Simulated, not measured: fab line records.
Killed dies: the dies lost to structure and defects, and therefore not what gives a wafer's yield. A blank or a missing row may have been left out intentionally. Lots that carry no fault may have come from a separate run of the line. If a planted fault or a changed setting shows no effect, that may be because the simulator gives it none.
Split-lot experiment | flow berkeley_cmos170 | on a route of 331 steps: 5 lots, 23 wafers read

== THE SPLIT ==
At UCB170_V2_COAT_07 (resist thk 900 nm), the setting spin_rpm was moved away from the recipe's 1500 rpm on 9 of the 23 wafers read, by -2.9% to +6.1%. All remaining wafers had this setting at the recipe value.

== FROM THE SPLIT TO THE READING: what the file shows between them, 2 steps ==
- UCB170_V2_SOFTBAKE_08: time 60 s
- UCB170_V2_EXPOSE_09: exposes mask VIA2, target cd 700 nm

== THE READING ==
KrF_of_V2_COAT_07.thk_nm (the simulator's own value, which no gauge read), in nm, at UCB170_V2_ETCH_14 (etches SiO2 in CHF3/CF4/Ar, stops on Al, target depth 1250 nm, time 291 s). The file gives no usual value for it. Average 608.9 nm, standard deviation 2.8 nm, over the 14 wafers here run with the recipe.

wafer  | tool, chamber at the split | spin_rpm as run, rpm | against the recipe | KrF_of_V2_COAT_07.thk_nm, nm | against lot-mates on the recipe
L076.1 | litho_track-02, 0          | 1500                 | recipe             | 607                          | -
L076.2 | litho_track-02, 0          | 1585                 | +5.7%              | 579.7                        | -27.6
L076.4 | litho_track-02, 0          | 1585                 | +5.7%              | 589.4                        | -17.9
L076.5 | litho_track-02, 0          | 1500                 | recipe             | 610.5                        | -
L076.6 | litho_track-02, 0          | 1500                 | recipe             | 604.3                        | -
L078.1 | litho_track-03, 0          | 1500                 | recipe             | 608.6                        | -
L078.3 | litho_track-03, 0          | 1500                 | recipe             | 608.6                        | -
L078.5 | litho_track-03, 0          | 1500                 | recipe             | 612.6                        | -
L080.1 | litho_track-03, 0          | 1500                 | recipe             | 609.7                        | -
L080.2 | litho_track-03, 0          | 1592                 | +6.1%              | 572.8                        | -34.1
L080.3 | litho_track-03, 0          | 1592                 | +6.1%              | 580.3                        | -26.6
L080.4 | litho_track-03, 0          | 1500                 | recipe             | 605.5                        | -
L080.5 | litho_track-03, 0          | 1500                 | recipe             | 605.5                        | -
L084.1 | litho_track-02, 0          | 1457                 | -2.9%              | 623.6                        | +14.1
L084.2 | litho_track-02, 0          | 1457                 | -2.9%              | 622.8                        | +13.3
L084.4 | litho_track-02, 0          | 1500                 | recipe             | 608.5                        | -
L084.5 | litho_track-02, 0          | 1500                 | recipe             | 610.5                        | -
L084.6 | litho_track-02, 0          | 1457                 | -2.9%              | 616.3                        | +6.8
L082.1 | litho_track-03, 0          | 1543                 | +2.9%              | 599                          | -12.0
L082.2 | litho_track-03, 0          | 1500                 | recipe             | 612.3                        | -
L082.4 | litho_track-03, 0          | 1500                 | recipe             | 614.1                        | -
L082.5 | litho_track-03, 0          | 1543                 | +2.9%              | 599.1                        | -11.9
L082.6 | litho_track-03, 0          | 1500                 | recipe             | 606.6                        | -

THE FIT
A straight line over all 23 wafers: KrF_of_V2_COAT_07.thk_nm changes by -4.6 nm for each +1% of spin_rpm; r = -0.96; the points scatter about the line by 3.7 nm.
The same after taking each lot's own level away (the mean of its wafers on the recipe; 23 wafers): -4.39 nm for each +1%; r = -0.97; scatter 3.2 nm.
The reading moves by 27 nm for the largest change in spin_rpm, on that fit.
The span of the lots' own levels, 606.90 to 611.00 nm, comes to 1.5 times the standard deviation stated above.
The two slopes agree, so the slope changes little with the lot-to-lot level.
Check: for one of the wafers moved furthest among these (+6.1%), held out of the fit, the line's prediction against its lot-mates is -25.2 nm. It came out at -34.1 nm against them.

== THE OTHER SPLITS THESE WAFERS WENT THROUGH ==
Before the reading, these wafers also passed through other splits. Each is held against what the fit with the lots' levels taken away leaves over:
other split on the same wafers         | wafers away from the commonest value | r with KrF_of_V2_COAT_07.thk_nm (lot level and that fit taken away)
UCB170_M1_SPUTTER_00 power_w           | 7                                    | +0.19
UCB170_M1_EXPOSE_06 dose_mj            | 10                                   | +0.00
UCB170_M1_METAL_ETCH_12 over_etch_frac | 8                                    | +0.29
UCB170_V1_PEB_10 peb_temp_c            | 11                                   | +0.20
UCB170_M2_COAT_05 spin_rpm             | 10                                   | -0.04

== THE WHOLE CHAIN: every reading that the file lists as answering this split, in the file's order ==
step               | what it does                                                              | reading                                                                   | change (the file's fit)              | r (the file's)
UCB170_V2_COAT_07  | resist thk 900 nm                                                         | KrF_of_V2_COAT_07.thk_nm (the simulator's own value, which no gauge read) | -4.58 nm for each +1% of the setting | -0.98
UCB170_V2_ETCH_14  | etches SiO2 in CHF3/CF4/Ar, stops on Al, target depth 1250 nm, time 291 s | KrF_of_V2_COAT_07.thk_nm (the simulator's own value, which no gauge read) | -4.44 nm for each +1% of the setting | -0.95
UCB170_V2_STRIP_15 | strips in O2                                                              | strip_time_to_endpoint_s                                                  | withheld for each +1% of the setting | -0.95

== FILE'S OWN FIT ==
KrF_of_V2_COAT_07.thk_nm changes by -4.44 nm for each +1% of spin_rpm, r = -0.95.
